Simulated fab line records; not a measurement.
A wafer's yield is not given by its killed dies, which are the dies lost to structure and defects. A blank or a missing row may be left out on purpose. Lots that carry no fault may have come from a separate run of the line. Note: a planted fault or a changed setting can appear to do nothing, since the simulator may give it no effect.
Code-filled problem report in 8D (eight disciplines) form / flow ritCmos / the parts of the form that need people (team, actions taken, sign-off) are left out

## 1. THE PROBLEM
Mean PSD_RS at RIT_SDANNEAL_RS_MEAS_04: 120.56 ohm/sq over 6 wafers in 2 lots; fault-free wafers: 115.92 ohm/sq, standard deviation 0.26. Relative to the usual mean, that is a shift of +18 standard deviations.
The step: measures by four-point-probe.
First seen on wafer L721.1, day 4 15:14, on filmMetro-01. The record holds 42 wafers of 14 lots with a number at this step. By rule, "out" or "out of limits" means more than 4 standard deviations away from the usual mean. The other wafers with a number count as sound.

## 2. WHAT IT IS; WHAT IT IS NOT
question=which readings at this step | is=PSD_RS | is not=-
question=which lots | is=L721, L723 | is not=L714, L715, L716, L717, L719, L720, L726, L730, L733, L734, L735, L736
question=which wafers of those lots | is=all that have a number | is not=-
question=read on which gauges | is=filmMetro-01 | is not=filmMetro-02, filmMetro-03
question=when | is=from day 4 15:14 | is not=up to then (18 sound wafers); but 18 sound wafers of L726, L730, L733, L734, L735, L736 came after

## 3. SUSPECTS, AND WHAT RULES EACH OUT
Counting: a tool at a process step up to the reading stays a suspect if it ran every lot that is out and no sound lot after the first of them.
- the gauge at RIT_SDANNEAL_RS_MEAS_04 has been ruled out. All the wafers that are out were read on filmMetro-01, but those of them that RIT_PSD_IMPLANT_08 has rows for are out there too, on other tools.
- implanter-03 at RIT_PSD_IMPLANT_08: ruled out as a lasting fault. Sound lots L735, L736 ran on it after its first lot that is out, L721 (day 4 14:26).
Left after counting: nothing in the record.

## 4. THE CAUSE (what the simulator had put in)
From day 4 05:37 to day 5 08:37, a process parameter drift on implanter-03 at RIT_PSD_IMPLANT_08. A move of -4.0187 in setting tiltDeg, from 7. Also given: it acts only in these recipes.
The count ruled it out by mistake, since the rule takes a fault to strike every lot its tool runs from the start of the fault on, and this one did not do so.

## 5. SEQUENCE OF EFFECTS, ordered by route
Rows list readings where the struck wafers' mean (over those with a number) sits beyond 3 standard deviations from the usual. Scope: only readings with a usual standard deviation given in the record; hours: median across lots of the time from each lot's start at the first step in this table that gives one to its start at this step; sigmas: change in usual standard deviations.
hours=0; step=RIT_PSD_IMPLANT_08; reading=tiltDeg; usual=7.001 degrees; on struck wafers=2.998; change=-4.003; sigmas=-99 or more
hours=1; step=RIT_SDANNEAL_RS_MEAS_04; reading=PSD_RS; usual=115.92 ohm/sq; on struck wafers=120.56; change=+4.64; sigmas=+18
The process steps in it:
- RIT_PSD_IMPLANT_08

## 6. WHAT WOULD HAVE CAUGHT IT SOONER
In this record the first reading out of limits at a measuring or inspecting step was taken at day 4 15:14, 10 hours after the fault began at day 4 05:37.
The tool's own readings at RIT_PSD_IMPLANT_08 were out on every struck wafer that the step has a row for (tiltDeg): an alarm limit on them would have fired on the first of those.
